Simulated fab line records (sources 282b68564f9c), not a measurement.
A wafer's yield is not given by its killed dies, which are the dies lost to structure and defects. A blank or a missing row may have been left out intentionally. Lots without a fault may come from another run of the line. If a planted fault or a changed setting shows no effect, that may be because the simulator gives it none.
The tool behind it: which one? | flow rit cmos | 48 wafers from 16 lots sampled at 5 of the route's 202 steps

## WHAT EACH GAUGE READ, for each wafer
RIT_PLDD_TW_MEAS_10.
lot  | measured    | on            | PLDD_TW
L183 | day 3 04:44 | film metro-01 | 2333 2334 2324
L184 | day 3 05:36 | film metro-02 | 2359 2346 2359
L185 | day 3 10:41 | film metro-01 | 2343 2331 2332
L186 | day 3 12:27 | film metro-03 | 2370 2378 2362
L187 | day 3 16:58 | film metro-02 | 2362 2358 2351
L189 | day 4 02:13 | film metro-03 | 2357 2348 2357
L190 | day 4 06:04 | film metro-02 | 2360 2356 2358
L191 | day 4 11:53 | film metro-01 | 2324 2330 2331
L192 | day 4 15:50 | film metro-02 | 2361 2359 2357
L193 | day 4 21:25 | film metro-01 | 2323 2319 2330
L195 | day 5 07:16 | film metro-02 | 2375 2384 2373
L196 | day 5 11:52 | film metro-01 | 2312 2303 2316
L199 | day 6 03:41 | film metro-03 | 2353 2347 2362
L200 | day 6 07:38 | film metro-01 | 2347 2321 2337
L201 | day 6 13:36 | film metro-01 | 2330 2333 2337
L202 | day 6 18:39 | film metro-02 | 2380 2387 2382

RIT_CONTACT_OVL_MEAS_09.
lot  | measured    | on         | CONTACT_OVL (nm)
L183 | day 3 12:55 | overlay-01 | -3.5 -3.6 -0.7
L184 | day 3 13:49 | overlay-01 | -0.9 -3.4 -3.0
L185 | day 3 19:17 | overlay-01 | 0.6 -1.4 0.2
L186 | day 3 20:54 | overlay-01 | 1.0 0.5 0.1
L187 | day 4 01:13 | overlay-02 | -2.1 -0.8 -4.8
L189 | day 4 10:31 | overlay-01 | 0.4 2.1 -0.8
L190 | day 4 14:29 | overlay-02 | -1.8 -0.6 -3.1
L191 | day 4 20:10 | overlay-02 | -1.3 -1.6 -3.3
L192 | day 5 00:14 | overlay-02 | 1.5 -0.9 1.1
L193 | day 5 05:44 | overlay-01 | 0.4 -2.1 -2.3
L195 | day 5 15:35 | overlay-01 | -0.7 -1.2 -2.0
L196 | day 5 20:24 | overlay-02 | -1.7 -2.1 -3.3
L199 | day 6 11:53 | overlay-02 | 317.1 317.8 316.2
L200 | day 6 15:49 | overlay-01 | 318.5 320.6 320.1
L201 | day 6 21:41 | overlay-01 | 317.5 318.0 318.6
L202 | day 7 02:56 | overlay-01 | 318.9 321.5 321.0

RIT_M1_CD_MEAS_09 targets a cd of 2600 nm.
lot  | measured    | on        | cd nm (nm)
L183 | day 3 15:19 | cd sem-01 | 2599.1 2600.0 2599.5
L184 | day 3 16:19 | cd sem-02 | 2601.5 2599.9 2600.0
L185 | day 3 21:41 | cd sem-01 | 2603.8 2602.0 2603.5
L186 | day 3 23:36 | cd sem-02 | 2599.4 2599.9 2599.8
L187 | day 4 03:46 | cd sem-01 | 2599.9 2600.0 2599.7
L189 | day 4 13:03 | cd sem-01 | 2600.8 2600.6 2601.2
L190 | day 4 17:01 | cd sem-01 | 2601.0 2601.6 2601.4
L191 | day 4 22:53 | cd sem-02 | 2602.1 2601.4 2601.6
L192 | day 5 02:38 | cd sem-02 | 2603.8 2602.4 2604.1
L193 | day 5 08:10 | cd sem-02 | 2602.2 2604.1 2605.6
L195 | day 5 18:07 | cd sem-02 | 2605.1 2603.6 2605.6
L196 | day 5 22:56 | cd sem-02 | 2601.7 2601.5 2599.2
L199 | day 6 14:25 | cd sem-01 | 2598.4 2599.2 2596.7
L200 | day 6 18:35 | cd sem-01 | 2599.7 2597.6 2597.5
L201 | day 7 00:04 | cd sem-01 | 2600.2 2599.3 2600.1
L202 | day 7 05:26 | cd sem-01 | 2599.4 2600.1 2600.7

RIT_M1_OVL_MEAS_10.
lot  | measured    | on         | M1_OVL (nm)
L183 | day 3 15:26 | overlay-02 | -3.2 -1.1 -0.5
L184 | day 3 16:26 | overlay-01 | 2.4 1.1 2.3
L185 | day 3 21:47 | overlay-01 | -0.6 0.9 -0.1
L186 | day 3 23:43 | overlay-01 | 1.5 1.6 0.7
L187 | day 4 03:51 | overlay-02 | 0.5 -0.6 -0.7
L189 | day 4 13:10 | overlay-02 | 0.5 -1.1 -1.1
L190 | day 4 17:08 | overlay-01 | 1.0 -0.9 -0.9
L191 | day 4 22:59 | overlay-01 | -2.1 0.5 -1.2
L192 | day 5 02:46 | overlay-01 | -1.1 -0.5 0.3
L193 | day 5 08:15 | overlay-01 | -2.5 0.3 -1.3
L195 | day 5 18:14 | overlay-02 | 1.8 2.8 1.0
L196 | day 5 23:02 | overlay-01 | -0.4 -0.4 0.2
L199 | day 6 14:30 | overlay-01 | -1.4 0.9 -0.9
L200 | day 6 18:40 | overlay-01 | 0.4 2.9 3.7
L201 | day 7 00:11 | overlay-02 | -2.2 0.5 0.5
L202 | day 7 05:34 | overlay-02 | -3.2 -0.1 -2.1

## TOOL THAT RAN EACH LOT (tool first, then ch and the chambers of the sampled wafers, then the start)
lot  | RIT_CONTACT_EXPOSE_05
L183 | iline stepper-02 ch 0, day 3 12:18
L184 | iline stepper-02 ch 0, day 3 13:11
L185 | iline stepper-01 ch 0, day 3 18:40
L186 | iline stepper-02 ch 0, day 3 20:16
L187 | iline stepper-02 ch 0, day 4 00:36
L189 | iline stepper-01 ch 0, day 4 09:53
L190 | iline stepper-01 ch 0, day 4 13:46
L191 | iline stepper-02 ch 0, day 4 19:34
L192 | iline stepper-01 ch 0, day 4 23:36
L193 | iline stepper-02 ch 0, day 5 05:05
L195 | iline stepper-01 ch 0, day 5 14:56
L196 | iline stepper-01 ch 0, day 5 19:46
L199 | iline stepper-02 ch 0, day 6 11:16
L200 | iline stepper-02 ch 0, day 6 15:12
L201 | iline stepper-02 ch 0, day 6 21:03
L202 | iline stepper-02 ch 0, day 7 02:18
- RIT_CONTACT_EXPOSE_05: exposes mask M11, target cd 1000 nm.

## WHAT THE TOOLS THEMSELVES READ (means of the sampled wafers that have a number; where no wafer has one, the mark that the record gives instead)
The record holds no such reading with a usual standard deviation.

## THE ANSWER, worked out from the rows above alone
Rule: the lots themselves supply what counts as usual. The widest of any qualifying gaps counts: lots, ordered by their means at a reading, are off when they make up no more than a third of the lots, leave a main group of 4 or more, and stand apart from it by 3 or more times the standard deviation of that group's means. The tables above print the reading to a certain number of digits; a main group whose means all agree to those digits is not used. A lot without any number at a reading at which 4 lots or more have one is off too. Any other lot the step has rows for is counted as sound. After the gauges, taken in route order, come the tools' own readings; for these a lot's mean is taken, as printed above. At the first step where some lot is off, the reading lying furthest off is the one used; lots without a number count as furthest.
Off: L199, L200, L201, L202, at RIT_CONTACT_OVL_MEAS_09 (CONTACT_OVL). For the main group the mean is -1.3 nm and the standard deviation 1.2.
A tool fits if, at a process step before that reading, it ran every lot that is off, and no sound lot after the first of them. The gauges at RIT_CONTACT_OVL_MEAS_09 are tried like those tools. One candidate fits, namely iline stepper-02 at RIT_CONTACT_EXPOSE_05. A fault onset in the window from L193 (day 5 05:05, its last sound lot) to L199 (day 6 11:16, its first lot off) fits.

## WHAT THE SIMULATOR PUT IN
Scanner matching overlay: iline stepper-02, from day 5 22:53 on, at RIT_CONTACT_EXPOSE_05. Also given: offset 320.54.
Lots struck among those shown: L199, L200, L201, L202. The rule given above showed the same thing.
